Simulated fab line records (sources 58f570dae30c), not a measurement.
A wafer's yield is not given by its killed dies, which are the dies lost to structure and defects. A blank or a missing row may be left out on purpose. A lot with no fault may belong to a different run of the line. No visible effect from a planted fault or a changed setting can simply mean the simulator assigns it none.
Which of the tools did it? / flow berkeley cmos170 / 14 lots with 42 wafers sampled at 5 steps, on a route of 331 steps

## WHAT THE GAUGES SHOWED, per wafer
UCB170_ACTIVE_THK_MEAS_03. Usual: ACTIVE_OXIDE_THK gives 26.5 nm (standard deviation 0.48).
lot=L464; measured=day 4 09:59; on=film metro-03; ACTIVE_OXIDE_THK (nm)=25.9 26.1 26.0; flag=
lot=L465; measured=day 4 10:00; on=film metro-02; ACTIVE_OXIDE_THK (nm)=26.0 25.7 26.1; flag=
lot=L466; measured=day 5 09:46; on=film metro-03; ACTIVE_OXIDE_THK (nm)=26.8 26.5 26.7; flag=
lot=L468; measured=day 5 12:47; on=film metro-01; ACTIVE_OXIDE_THK (nm)=26.4 26.3 26.5; flag=
lot=L467; measured=day 5 12:49; on=film metro-02; ACTIVE_OXIDE_THK (nm)=26.4 26.6 26.8; flag=
lot=L469; measured=day 5 12:49; on=film metro-03; ACTIVE_OXIDE_THK (nm)=26.5 26.4 26.3; flag=
lot=L471; measured=day 5 12:52; on=film metro-01; ACTIVE_OXIDE_THK (nm)=26.9 26.9 27.0; flag=
lot=L472; measured=day 6 00:39; on=film metro-03; ACTIVE_OXIDE_THK (nm)=26.1 25.9 26.1; flag=
lot=L473; measured=day 6 22:26; on=film metro-02; ACTIVE_OXIDE_THK (nm)=25.8 26.4 25.8; flag=
lot=L477; measured=day 6 22:28; on=film metro-01; ACTIVE_OXIDE_THK (nm)=26.6 26.3 26.1; flag=
lot=L478; measured=day 7 06:01; on=film metro-01; ACTIVE_OXIDE_THK (nm)=26.5 26.6 26.9; flag=
lot=L479; measured=day 7 12:38; on=film metro-03; ACTIVE_OXIDE_THK (nm)=26.9 26.8 26.6; flag=
lot=L482; measured=day 8 07:58; on=film metro-02; ACTIVE_OXIDE_THK (nm)=27.1 26.8 27.0; flag=
lot=L483; measured=day 8 15:23; on=film metro-02; ACTIVE_OXIDE_THK (nm)=26.1 25.7 26.2; flag=

UCB170_PFIELD_TW_MEAS_09. Usual: PFIELD_TW gives 603 (standard deviation 3.1).
lot=L464; measured=day 5 00:22; on=film metro-02; PFIELD_TW=605 607 602; flag=
lot=L465; measured=day 5 00:23; on=film metro-04; PFIELD_TW=601 602 600; flag=
lot=L466; measured=day 5 23:30; on=film metro-01; PFIELD_TW=603 606 604; flag=
lot=L468; measured=day 5 23:18; on=film metro-02; PFIELD_TW=601 602 606; flag=
lot=L467; measured=day 5 23:52; on=film metro-04; PFIELD_TW=605 603 602; flag=
lot=L469; measured=day 6 00:29; on=film metro-04; PFIELD_TW=601 599 602; flag=
lot=L471; measured=day 6 00:11; on=film metro-02; PFIELD_TW=606 606 605; flag=
lot=L472; measured=day 6 12:19; on=film metro-01; PFIELD_TW=597 599 603; flag=
lot=L473; measured=day 7 14:26; on=film metro-01; PFIELD_TW=608 607 604; flag=
lot=L477; measured=day 7 14:44; on=film metro-02; PFIELD_TW=593 592 593; flag=OFF
lot=L478; measured=day 7 16:49; on=film metro-04; PFIELD_TW=599 600 597; flag=
lot=L479; measured=day 7 21:56; on=film metro-02; PFIELD_TW=594 592 594; flag=OFF
lot=L482; measured=day 8 19:22; on=film metro-01; PFIELD_TW=609 607 604; flag=
lot=L483; measured=day 9 09:59; on=film metro-04; PFIELD_TW=606 607 605; flag=

UCB170_FIELD_THK_MEAS_02. Usual: FIELD_OXIDE_THK gives 563 nm (standard deviation 9).
lot=L464; measured=day 5 06:14; on=film metro-03; FIELD_OXIDE_THK (nm)=567 571 573; flag=
lot=L465; measured=day 5 06:15; on=film metro-02; FIELD_OXIDE_THK (nm)=558 565 565; flag=
lot=L466; measured=day 6 05:53; on=film metro-03; FIELD_OXIDE_THK (nm)=567 572 571; flag=
lot=L468; measured=day 6 05:53; on=film metro-04; FIELD_OXIDE_THK (nm)=568 572 572; flag=
lot=L467; measured=day 6 05:55; on=film metro-02; FIELD_OXIDE_THK (nm)=562 562 565; flag=
lot=L469; measured=day 6 05:58; on=film metro-02; FIELD_OXIDE_THK (nm)=565 558 560; flag=
lot=L471; measured=day 6 05:58; on=film metro-04; FIELD_OXIDE_THK (nm)=565 570 577; flag=
lot=L472; measured=day 6 20:51; on=film metro-04; FIELD_OXIDE_THK (nm)=573 566 566; flag=
lot=L473; measured=day 7 22:23; on=film metro-02; FIELD_OXIDE_THK (nm)=574 564 574; flag=
lot=L477; measured=day 7 22:20; on=film metro-02; FIELD_OXIDE_THK (nm)=567 565 567; flag=
lot=L478; measured=day 7 22:20; on=film metro-04; FIELD_OXIDE_THK (nm)=548 561 551; flag=
lot=L479; measured=day 8 05:17; on=film metro-02; FIELD_OXIDE_THK (nm)=559 564 548; flag=
lot=L482; measured=day 9 05:11; on=film metro-03; FIELD_OXIDE_THK (nm)=572 568 570; flag=
lot=L483; measured=day 9 15:45; on=film metro-04; FIELD_OXIDE_THK (nm)=571 568 565; flag=

## TOOL THAT RAN EACH LOT (tool first, then ch and the chambers of the sampled wafers, then the start)
lot=L464; UCB170_PFIELD_IMPLANT_07=implanter-03 ch 0, day 5 00:07; UCB170_PFIELD_STRIP_08=plasma asher-02 ch 0,1, day 5 00:16
lot=L465; UCB170_PFIELD_IMPLANT_07=implanter-04 ch 0, day 5 00:08; UCB170_PFIELD_STRIP_08=plasma asher-01 ch 0,1, day 5 00:16
lot=L466; UCB170_PFIELD_IMPLANT_07=implanter-01 ch 0, day 5 23:15; UCB170_PFIELD_STRIP_08=plasma asher-04 ch 0,1, day 5 23:24
lot=L468; UCB170_PFIELD_IMPLANT_07=implanter-04 ch 0, day 5 23:03; UCB170_PFIELD_STRIP_08=plasma asher-02 ch 0,1, day 5 23:12
lot=L467; UCB170_PFIELD_IMPLANT_07=implanter-03 ch 0, day 5 23:39; UCB170_PFIELD_STRIP_08=plasma asher-01 ch 0,1, day 5 23:47
lot=L469; UCB170_PFIELD_IMPLANT_07=implanter-04 ch 0, day 6 00:16; UCB170_PFIELD_STRIP_08=plasma asher-04 ch 0,1, day 6 00:24
lot=L471; UCB170_PFIELD_IMPLANT_07=implanter-01 ch 0, day 5 23:57; UCB170_PFIELD_STRIP_08=plasma asher-04 ch 0,1, day 6 00:04
lot=L472; UCB170_PFIELD_IMPLANT_07=implanter-03 ch 0, day 6 12:05; UCB170_PFIELD_STRIP_08=plasma asher-01 ch 0,1, day 6 12:13
lot=L473; UCB170_PFIELD_IMPLANT_07=implanter-01 ch 0, day 7 14:11; UCB170_PFIELD_STRIP_08=plasma asher-02 ch 0,1, day 7 14:20
lot=L477; UCB170_PFIELD_IMPLANT_07=implanter-03 ch 0, day 7 14:31; UCB170_PFIELD_STRIP_08=plasma asher-01 ch 0,1, day 7 14:39
lot=L478; UCB170_PFIELD_IMPLANT_07=implanter-04 ch 0, day 7 16:35; UCB170_PFIELD_STRIP_08=plasma asher-01 ch 0, day 7 16:42
lot=L479; UCB170_PFIELD_IMPLANT_07=implanter-03 ch 0, day 7 21:41; UCB170_PFIELD_STRIP_08=plasma asher-01 ch 0,1, day 7 21:49
lot=L482; UCB170_PFIELD_IMPLANT_07=implanter-04 ch 0, day 8 19:07; UCB170_PFIELD_STRIP_08=plasma asher-02 ch 0,1, day 8 19:15
lot=L483; UCB170_PFIELD_IMPLANT_07=implanter-01 ch 0, day 9 09:44; UCB170_PFIELD_STRIP_08=plasma asher-04 ch 0,1, day 9 09:53
- UCB170_PFIELD_IMPLANT_07
- UCB170_PFIELD_STRIP_08: strips in O2.

## WHAT THE TOOLS THEMSELVES READ (means of the sampled wafers that have a number; where no wafer has one, the mark that the record gives instead)
UCB170_PFIELD_IMPLANT_07. Usual: tilt deg 6.999 degrees, standard deviation 0.02.
lot=L464; tool=implanter-03; tilt deg (degrees)=7.001; flag=
lot=L465; tool=implanter-04; tilt deg (degrees)=7.010; flag=
lot=L466; tool=implanter-01; tilt deg (degrees)=7.003; flag=
lot=L468; tool=implanter-04; tilt deg (degrees)=6.961; flag=
lot=L467; tool=implanter-03; tilt deg (degrees)=7.011; flag=
lot=L469; tool=implanter-04; tilt deg (degrees)=7.011; flag=
lot=L471; tool=implanter-01; tilt deg (degrees)=7.006; flag=
lot=L472; tool=implanter-03; tilt deg (degrees)=7.039; flag=
lot=L473; tool=implanter-01; tilt deg (degrees)=6.986; flag=
lot=L477; tool=implanter-03; tilt deg (degrees)=2.585; flag=OFF
lot=L478; tool=implanter-04; tilt deg (degrees)=6.993; flag=
lot=L479; tool=implanter-03; tilt deg (degrees)=2.541; flag=OFF
lot=L482; tool=implanter-04; tilt deg (degrees)=6.985; flag=
lot=L483; tool=implanter-01; tilt deg (degrees)=7.004; flag=

UCB170_PFIELD_STRIP_08. Usual: drypump motor current A 5.4 A, standard deviation 0.42; oes product au 0.734 a.u., standard deviation 0.0046; strip time to endpoint s 21.64 s, standard deviation 0.07.
lot=L464; tool=plasma asher-02; drypump motor current A (A)=5.9; oes product au (a.u.)=0.731; strip time to endpoint s (s)=21.62; flag=
lot=L465; tool=plasma asher-01; drypump motor current A (A)=5.2; oes product au (a.u.)=0.731; strip time to endpoint s (s)=21.56; flag=
lot=L466; tool=plasma asher-04; drypump motor current A (A)=5.4; oes product au (a.u.)=0.732; strip time to endpoint s (s)=21.63; flag=
lot=L468; tool=plasma asher-02; drypump motor current A (A)=5.4; oes product au (a.u.)=0.735; strip time to endpoint s (s)=21.48; flag=
lot=L467; tool=plasma asher-01; drypump motor current A (A)=5.4; oes product au (a.u.)=0.734; strip time to endpoint s (s)=21.61; flag=
lot=L469; tool=plasma asher-04; drypump motor current A (A)=5.4; oes product au (a.u.)=0.735; strip time to endpoint s (s)=21.74; flag=
lot=L471; tool=plasma asher-04; drypump motor current A (A)=5.4; oes product au (a.u.)=0.740; strip time to endpoint s (s)=21.67; flag=
lot=L472; tool=plasma asher-01; drypump motor current A (A)=5.2; oes product au (a.u.)=0.734; strip time to endpoint s (s)=21.74; flag=
lot=L473; tool=plasma asher-02; drypump motor current A (A)=5.4; oes product au (a.u.)=0.739; strip time to endpoint s (s)=21.61; flag=
lot=L477; tool=plasma asher-01; drypump motor current A (A)=5.4; oes product au (a.u.)=0.736; strip time to endpoint s (s)=21.59; flag=
lot=L478; tool=plasma asher-01; drypump motor current A (A)=5.6; oes product au (a.u.)=0.733; strip time to endpoint s (s)=21.61; flag=
lot=L479; tool=plasma asher-01; drypump motor current A (A)=5.4; oes product au (a.u.)=0.734; strip time to endpoint s (s)=21.71; flag=
lot=L482; tool=plasma asher-02; drypump motor current A (A)=6.0; oes product au (a.u.)=0.733; strip time to endpoint s (s)=21.72; flag=
lot=L483; tool=plasma asher-04; drypump motor current A (A)=5.4; oes product au (a.u.)=0.735; strip time to endpoint s (s)=21.69; flag=

## THE ANSWER, worked out from the rows above alone
Rule: a lot is off if the mean of its wafers that have a number lies more than 3 standard deviations from the usual mean. Also off: a lot with no number at a reading for which 4 or more lots have one. Where the step has rows for the other lots, those lots are counted as sound. Order of review: gauges by route order, followed by the tools' own readings, for which a lot's mean as printed above is used. The first step at which some lot is off is used, and at that step the reading that is off furthest; a lot without a number counts as furthest.
Off: L477, L479, at UCB170_PFIELD_TW_MEAS_09 (PFIELD_TW).
A tool fits if, at a process step before that reading, it ran every lot that is off, and no sound lot after the first of them. Not tried: the gauges at UCB170_PFIELD_TW_MEAS_09; whatever is off there is also off at UCB170_PFIELD_IMPLANT_07, on other tools, and gauge error can't account for it. One fits: implanter-03 at UCB170_PFIELD_IMPLANT_07. Its last sound lot is L472 (day 6 12:05), its first lot that is off L477 (day 7 14:31): a fault that began between those two fits.
The tool's own readings at UCB170_PFIELD_IMPLANT_07 bear it out: on the lots that are off they differ by more than 5 times the standard deviation of the sound lots' means. tilt deg reads 2.563 degrees there against 7.001 degrees on the sound lots.

## WHAT HAD BEEN PUT IN BY THE SIMULATOR
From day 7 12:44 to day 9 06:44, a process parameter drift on implanter-03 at UCB170_PFIELD_IMPLANT_07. Setting tilt deg shifted by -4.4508 from 7. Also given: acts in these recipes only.
Lots struck among those shown: L477, L479. The rule above reached the same finding.
